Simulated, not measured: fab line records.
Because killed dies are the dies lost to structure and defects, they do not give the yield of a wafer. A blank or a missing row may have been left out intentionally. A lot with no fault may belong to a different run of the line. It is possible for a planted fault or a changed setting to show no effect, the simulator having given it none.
fab line records -- flow berkeleyCmos170
record: lots: 6, wafers: 18, lastDay: 12
route steps=331 shown NVT@108 PVT@115
lots that met no fault: taken from a fault-free run of the same line
startH: hours from the record's first day to the start of the lot's first wafer shown -- waitH: how many hours have passed since the lot's step before this one -- " the same as in the row above -- L1.1+2: a row that stands for several wafers -- - no value, or no start was given -- * or withheld: withheld -- < > ~ a bound
route shown NAME@n: names a module that has steps shown in the file, with the first one's number in the route -- usual: average and standard deviation across the fault-free wafers -- same: alike in all rows -- chamber/n: place in a boat -- sites: the reading at each site -- _std_site: how widely they spread, as a standard deviation -- _edge_site: outer sites' mean less inner sites' -- radiusMm: for every site, how far away it sits from the centre of the wafer -- mask NAME#n: copy n -- behind: the last tool/chamber to shape the wafer -- hold: reason for holding the lot/hours on hold/outcome of the hold -- device: which transistor (n, p or np) failed to switch -- end of line: at the end of the route, the tests of the same wafers -- a step without rows: its recipe alone -- killed: at the first sort, the dies lost to defects and structure; wafer yield is something else -- map: dies across one wafer; x = killed, . = not, _ = none there
set.NAME: the run value of the setting; set.NAME@STEP: its run value at that earlier step -- model.NAME: the simulator's own value behind a step, which no gauge read
lots at selected steps of the route; one table per step, one row per wafer
services: when a tool's chamber went out of use (startH, in hours from the record's first day, below 0 if earlier), for how many hours, and the reason
== steps ==
step: UCB170_NVT_PEB_04
recipe: pebTempC: 130, pebTimeS: withheld, resist: KrF
step: UCB170_NVT_DEVELOP_05
recipe: developer: TMAH, developTimeS: 45, resist: KrF, devTempC: 21
step: UCB170_NVT_OVL_MEAS_06
usual: NVT_OVL: 3/4.9
lot.wafer,tool,chamber,startH,waitH,NVT_OVL[nm]
L827.1,overlay-02,-,116.48,-,7
L827.2,overlay-02,-,116.48,-,-2
L827.3,overlay-02,-,116.48,-,1
L829.1,overlay-02,-,137.08,-,6
L829.5,overlay-02,-,137.08,-,6
L829.6,overlay-02,-,137.08,-,-1
L834.2,overlay-01,-,154.81,-,5
L834.4,overlay-01,-,154.81,-,-2
L834.6,overlay-01,-,154.81,-,3
L836.2,overlay-01,-,176.07,-,6
L836.3,overlay-01,-,176.07,-,5
L836.4,overlay-01,-,176.07,-,2
L845.2,overlay-02,-,229.97,-,0
L845.3,overlay-02,-,229.97,-,4
L845.5,overlay-02,-,229.97,-,4
L846.2,overlay-01,-,230.07,-,2
L846.4,overlay-01,-,230.07,-,-2
L846.6,overlay-01,-,230.07,-,3
step: UCB170_NVT_IMPLANT_07
recipe: species: BF2, doseCm2: 3e+12, energyKev: 50, tiltDeg: 7
step: UCB170_NVT_STRIP_08
recipe: chemistry: O2, powerW: 400, pressureMtorr: 3500, platenTempC: withheld, o2FlowSccm: 400, overashFraction: 0.5
usual: drypumpMotorCurrentA: 5.6/0.55, oesProductAu: 0.735/0.0045, stripTimeToEndpointS: 21.63/0.073
same: overashFraction: 0.5
lot.wafer,tool,chamber,startH,waitH,drypumpMotorCurrentA,oesProductAu,rfHoursCounterH,stripTimeToEndpointS
L827.1,plasmaAsher-04,0,116.67,0.1,4.8,0.726,43,21.57
L827.2,plasmaAsher-04,1,116.67,0.1,6.0,0.738,43,21.56
L827.3,plasmaAsher-04,1,116.67,0.1,6.0,0.736,-,21.53
L829.1,plasmaAsher-01,1,137.27,0.1,5.5,0.740,47,21.61
L829.5,plasmaAsher-01,0,137.27,0.1,5.1,0.735,-,21.61
L829.6,plasmaAsher-01,1,137.27,0.1,5.5,0.733,-,21.61
L834.2,plasmaAsher-02,1,154.99,0.1,6.5,0.736,4,21.60
L834.4,plasmaAsher-02,1,154.99,0.1,6.5,0.729,-,21.70
L834.6,plasmaAsher-02,0,154.99,0.1,5.8,0.727,-,21.64
L836.2,plasmaAsher-02,0,176.25,0.1,5.8,0.733,6,21.61
L836.3,plasmaAsher-02,0,176.25,0.1,5.9,0.733,-,21.61
L836.4,plasmaAsher-02,1,176.25,0.1,6.5,0.739,-,21.52
L845.2,plasmaAsher-02,1,230.15,0.1,6.5,0.733,12,21.68
L845.3,plasmaAsher-02,1,230.15,0.1,6.5,0.742,-,21.68
L845.5,plasmaAsher-02,0,230.15,0.1,5.8,0.736,-,21.74
L846.2,plasmaAsher-01,0,230.25,0.1,5.1,0.747,56,21.63
L846.4,plasmaAsher-01,1,230.25,0.1,5.5,0.739,-,21.60
L846.6,plasmaAsher-01,0,230.25,0.1,5.1,0.735,-,21.64
step: UCB170_NVT_TW_MEAS_09
usual: NVT_TW: 527/6.9
lot.wafer,tool,chamber,startH,waitH,NVT_TW
L827.1,filmMetro-03,-,116.77,0.1,527
L827.2,filmMetro-03,-,116.77,0.1,529
L827.3,filmMetro-03,-,116.77,0.1,527
L829.1,filmMetro-02,-,137.37,0.1,517
L829.5,filmMetro-02,-,137.37,0.1,515
L829.6,filmMetro-02,-,137.37,0.1,515
L834.2,filmMetro-03,-,155.10,0.1,528
L834.4,filmMetro-03,-,155.10,0.1,528
L834.6,filmMetro-03,-,155.10,0.1,529
L836.2,filmMetro-03,-,176.36,0.1,527
L836.3,filmMetro-03,-,176.36,0.1,532
L836.4,filmMetro-03,-,176.36,0.1,531
L845.2,filmMetro-02,-,230.26,0.1,519
L845.3,filmMetro-02,-,230.26,0.1,521
L845.5,filmMetro-02,-,230.26,0.1,518
L846.2,filmMetro-01,-,230.36,0.1,529
L846.4,filmMetro-01,-,230.36,0.1,532
L846.6,filmMetro-01,-,230.36,0.1,531
step: UCB170_NVT_CLEAN_10
recipe: chemistry: SPM, tempC: 120, timeS: 600
step: UCB170_PVT_HMDS_00
recipe: primeTimeS: 60, primeTempC: 100
step: UCB170_PVT_COAT_01
recipe: resist: KrF, spinRpm: 1500, resistThkNm: 900
step: UCB170_PVT_SOFTBAKE_02
recipe: resist: KrF, tempC: 130, timeS: 60
step: UCB170_PVT_EXPOSE_03
recipe: maskId: NWELL, targetCdNm: 3000, na: 0.5, sigmaOuter: 0.6, sourceShape: conventional, doseMj: 30
step: UCB170_PVT_PEB_04
recipe: pebTempC: 130, pebTimeS: withheld, resist: KrF
step: UCB170_PVT_DEVELOP_05
recipe: developer: TMAH, developTimeS: 45, resist: KrF, devTempC: 21
usual: chillPlateTempC: 22.99/0.1, developTimeS: 45/0
lot.wafer,tool,chamber,startH,waitH,chillPlateTempC,developTimeS,model.KrF_of_PVT_COAT_01.thkNm
L827.1,lithoTrack-04,0,117,-,23.08,45,885.7
L827.2,lithoTrack-04,0,117,-,22.99,45,885
L827.3,lithoTrack-04,0,117,-,23.08,45,886.1
L829.1,lithoTrack-04,0,139,-,23.00,45,885.8
L829.5,lithoTrack-04,0,139,-,23.24,45,887
L829.6,lithoTrack-04,0,139,-,22.89,45,886.7
L834.2,lithoTrack-04,-,156,-,-,-,899.6
L834.4,lithoTrack-04,-,156,-,-,-,899.6
L834.6,lithoTrack-04,-,156,-,-,-,898
L836.2,lithoTrack-04,-,178,-,-,-,901
L836.3,lithoTrack-04,-,178,-,-,-,902.9
L836.4,lithoTrack-04,-,178,-,-,-,901.3
L845.2,lithoTrack-01,0,232,-,23.13,45,892
L845.3,lithoTrack-01,0,232,-,23.01,45,891
L845.5,lithoTrack-01,0,232,-,22.91,45,891.3
L846.2,lithoTrack-02,0,232,-,23.00,45,887.1
L846.4,lithoTrack-02,0,232,-,22.86,45,885.6
L846.6,lithoTrack-02,0,232,-,23.07,45,887.1
step: UCB170_PVT_OVL_MEAS_06
usual: PVT_OVL: 0/5.5
lot.wafer,tool,chamber,startH,waitH,PVT_OVL[nm]
L827.1,overlay-01,-,117.89,-,9
L827.2,overlay-01,-,117.89,-,2
L827.3,overlay-01,-,117.89,-,11
L829.1,overlay-01,-,139.64,-,-8
L829.5,overlay-01,-,139.64,-,5
L829.6,overlay-01,-,139.64,-,3
L834.2,overlay-01,-,156.88,-,-
L834.4,overlay-01,-,156.88,-,-
L834.6,overlay-01,-,156.88,-,-
L836.2,overlay-02,-,179.06,-,-
L836.3,overlay-02,-,179.06,-,-
L836.4,overlay-02,-,179.06,-,-
L845.2,overlay-02,-,232.63,-,-6
L845.3,overlay-02,-,232.63,-,-4
L845.5,overlay-02,-,232.63,-,-7
L846.2,overlay-01,-,232.78,-,6
L846.4,overlay-01,-,232.78,-,-2
L846.6,overlay-01,-,232.78,-,1
== services ==
tool,chamber,startH,hours,kind
plasmaAsher-02,-,108.75,9.0,pm
plasmaAsher-02,0,108.75,9.0,ventCycle
plasmaAsher-02,1,108.75,9.0,ventCycle
plasmaAsher-02,0,117.75,-,clean
plasmaAsher-02,1,117.75,-,clean
plasmaAsher-01,-,121.54,14.6,pm
plasmaAsher-04,-,150.88,0.5,repair
== key ==
firstSign: step: UCB170_PVT_DEVELOP_05, reading: toolRecord, direction: missing
effect none on later readings
modelEffect: step: UCB170_PVT_DEVELOP_05, value: KrF_of_PVT_COAT_01.thkNm, without: 886.2, struck: 900.4
metAt UCB170_PVT_DEVELOP_05
struckWafers L834.2,L834.4,L834.6,L836.2,L836.3,L836.4
sortLeftOut L834.2,L834.4,L834.6,L836.2,L836.3,L836.4
testerLeftOut L834,L836
fault: kind: skippedStepWhole, tool: lithoTrack-04, chamber: -, onsetH: 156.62, steps: UCB170_PVT_DEVELOP_05, scope: struckLotsOnly
testerLeftOut: of these lots the tester's yield and bins aren't shown, on N5 and GAA mostly nor the transistor test; their killed dies are dies lost to structure and defects alone, not to doping, threshold or leakage, so they don't give the yield
sortLeftOut: the simulated sort isn't trusted on such a fault, so these wafers' sort isn't shown, and their yield isn't known
